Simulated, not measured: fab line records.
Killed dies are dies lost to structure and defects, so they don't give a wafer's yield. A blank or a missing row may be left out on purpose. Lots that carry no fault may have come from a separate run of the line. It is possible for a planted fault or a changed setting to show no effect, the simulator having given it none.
fab line records -- flow berkeley_cmos170
record lots=5, wafers=23
route steps=331 shown V2@306 M3@319
start_h: hours from the record's opening day to when the first of the lot's shown wafers began -- wait_h: hours since the lot's step before -- " repeats the value in the row above -- L1.1+2: several wafers, shown together as one row -- - no value, or no start was given -- * or withheld: withheld -- < > ~ a bound
route shown NAME@n: names a module that has steps shown in the file, with the first one's number in the route -- usual: average and standard deviation across the fault-free wafers -- same: alike in all rows -- chamber/n: place in a boat -- sites: per-site readings -- _std_site: their standard deviation -- _edge_site: the outer-site mean with the inner-site mean subtracted -- radius_mm: for every site, how far away it sits from the centre of the wafer -- mask NAME#n: copy n -- behind: the most recent tool/chamber to have shaped the wafer -- hold: cause of the lot's hold/its duration in hours/its outcome -- device: which transistor (n, p or np) failed to switch -- end of line: tests run on the same wafers once the route is complete -- a step given without rows: its recipe and nothing more -- killed: not the wafer's yield, but the dies lost to structure and defects at the first sort -- map: shows each die of a wafer: x if killed, . if not, _ if none is there
set.NAME: the run value of the setting; set.NAME@STEP: its run value at that earlier step -- model.NAME: the simulator's own value behind a step, which no gauge read
lots with deliberately changed settings; one table per step, one row per wafer
## steps
# step UCB170_V2_ETCH_14
# recipe chemistry=CHF3/CF4/Ar, target=SiO2, stop_on=Al, CHF3_flow_sccm=45, cf4_flow_sccm=15, Ar_flow_sccm=150, pressure_mtorr=200, rf_w=700, target_depth_a=12500, over_etch_frac=0.25, time_s=291
lot.wafer,tool,chamber,start_h,wait_h,set.rf_w,set.spin_rpm@V2_COAT_07,model.KrF_of_V2_COAT_07.thk_nm
L074.1,rie_diel-01,1,189.53,0.0,643.2,1500,614.8
L074.2,rie_diel-01,0,189.53,0.0,700,1429,627.5
L074.3,rie_diel-01,2,189.53,0.0,643.2,1500,616.3
L074.5,rie_diel-01,1,189.53,0.0,643.2,1429,636.8
L074.6,rie_diel-01,2,189.53,0.0,700,1429,625.1
L077.1,rie_diel-01,1,201.08,0.0,700,1500,610.1
L077.2,rie_diel-01,2,201.08,0.0,700,1500,614.9
L077.3,rie_diel-01,0,201.08,0.0,700,1500,615.3
L077.4,rie_diel-01,3,201.08,0.0,647.9,1500,624.4
L077.5,rie_diel-01,2,201.08,0.0,647.9,1500,626
L079.3,rie_diel-04,2,202.31,0.0,700,1500,608.4
L079.4,rie_diel-04,3,202.31,0.0,700,1500,612.9
L079.5,rie_diel-04,3,202.31,0.0,700,1500,613.6
L081.1,rie_diel-01,0,216.85,0.0,778.2,1500,590.6
L081.2,rie_diel-01,2,216.85,0.0,778.2,1500,593.2
L081.3,rie_diel-01,2,216.85,0.0,700,1438,631.7
L081.4,rie_diel-01,0,216.85,0.0,700,1500,607.1
L081.5,rie_diel-01,0,216.85,0.0,778.2,1438,608.8
L084.1,rie_diel-01,0,223.92,0.0,678.4,1500,612
L084.3,rie_diel-01,0,223.92,0.0,678.4,1391,652.6
L084.4,rie_diel-01,0,223.92,0.0,700,1500,609.6
L084.5,rie_diel-01,0,223.92,0.0,700,1391,645.1
L084.6,rie_diel-01,0,223.92,0.0,678.4,1500,612.4
# step UCB170_V2_STRIP_15
# recipe chemistry=O2, power_w=400, pressure_mtorr=3500, platen_temp_c=withheld, o2_flow_sccm=400, overash_fraction=0.5
# usual strip_time_to_endpoint_s=15.32/0.095
lot.wafer,tool,chamber,start_h,wait_h,set.spin_rpm@V2_COAT_07,set.rf_w@V2_ETCH_14,strip_time_to_endpoint_s
L074.1,plasma_asher-01,1,189.71,0.1,1500,643.2,15.42
L074.2,plasma_asher-01,0,189.71,0.1,1429,700,15.74
L074.3,plasma_asher-01,0,189.71,0.1,1500,643.2,15.46
L074.5,plasma_asher-01,0,189.71,0.1,1429,643.2,15.88
L074.6,plasma_asher-01,1,189.71,0.1,1429,700,15.66
L077.1,plasma_asher-02,0,201.26,0.1,1500,700,15.32
L077.2,plasma_asher-02,1,201.26,0.1,1500,700,15.42
L077.3,plasma_asher-02,1,201.26,0.1,1500,700,15.43
L077.4,plasma_asher-02,0,201.26,0.1,1500,647.9,15.65
L077.5,plasma_asher-02,1,201.26,0.1,1500,647.9,15.70
L079.3,plasma_asher-01,0,202.52,0.1,1500,700,15.28
L079.4,plasma_asher-01,1,202.52,0.1,1500,700,15.37
L079.5,plasma_asher-01,0,202.52,0.1,1500,700,15.40
L081.1,plasma_asher-01,1,217.12,0.2,1500,778.2,14.87
L081.2,plasma_asher-01,0,217.12,0.2,1500,778.2,14.92
L081.3,plasma_asher-01,1,217.12,0.2,1438,700,15.82
L081.4,plasma_asher-01,0,217.12,0.2,1500,700,15.24
L081.5,plasma_asher-01,0,217.12,0.2,1438,778.2,15.28
L084.1,plasma_asher-02,0,224.46,0.4,1500,678.4,15.36
L084.3,plasma_asher-02,1,224.46,0.4,1391,678.4,16.26
L084.4,plasma_asher-02,0,224.46,0.4,1500,700,15.29
L084.5,plasma_asher-02,0,224.46,0.4,1391,700,16.07
L084.6,plasma_asher-02,1,224.46,0.4,1500,678.4,15.37
# step UCB170_M3_COAT_10
# recipe resist=KrF, spin_rpm=1500, resist_thk_nm=900
lot.wafer,tool,chamber,start_h,wait_h,set.spin_rpm,model.KrF_of_M3_COAT_10.thk_nm
L074.1,litho_track-02,0,-,-,1548,885.1
L074.2,litho_track-02,0,-,-,1548,885.7
L074.3,litho_track-02,0,-,-,1500,902.9
L074.5,litho_track-02,0,-,-,1500,900.7
L074.6,litho_track-02,0,-,-,1548,886.9
L077.1,litho_track-04,0,-,-,1421,929.2
L077.2,litho_track-04,0,-,-,1500,903.1
L077.3,litho_track-04,0,-,-,1421,929.5
L077.4,litho_track-04,0,-,-,1500,904.2
L077.5,litho_track-04,0,-,-,1421,931.4
L079.3,litho_track-02,0,-,-,1500,902.4
L079.4,litho_track-02,0,-,-,1500,903.8
L079.5,litho_track-02,0,-,-,1500,905.2
L081.1,litho_track-02,0,-,-,1500,897
L081.2+4,litho_track-02,0,-,-,1500,899.7
L081.3,litho_track-02,0,-,-,1500,894.4
L081.5,litho_track-02,0,-,-,1500,900
L084.1,litho_track-03,0,-,-,1556,885.2
L084.3,litho_track-03,0,-,-,1500,898.1
L084.4,litho_track-03,0,-,-,1556,884.1
L084.5,litho_track-03,0,-,-,1500,901
L084.6,litho_track-03,0,-,-,1500,901.5
## key
split step=UCB170_V2_ETCH_14, setting=rf_w, stated=700, by=wafer
response step=UCB170_V2_ETCH_14, reading=model.KrF_of_V2_COAT_07.thk_nm, slope=-1.6, per=1%, together_with=spin_rpm@V2_COAT_07, explained=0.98
response step=UCB170_V2_STRIP_15, reading=strip_time_to_endpoint_s, slope=*, per=1%, together_with=spin_rpm@V2_COAT_07, explained=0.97
split step=UCB170_M3_COAT_10, setting=spin_rpm, stated=1500, by=wafer
response step=UCB170_M3_COAT_10, reading=model.KrF_of_M3_COAT_10.thk_nm, change=-4.77, per=1%, r=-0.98
split outside_this_file step=UCB170_V2_COAT_07 setting=spin_rpm
# split outside_this_file: this setting was split too, and the file shows its column; the key of that split is in another file
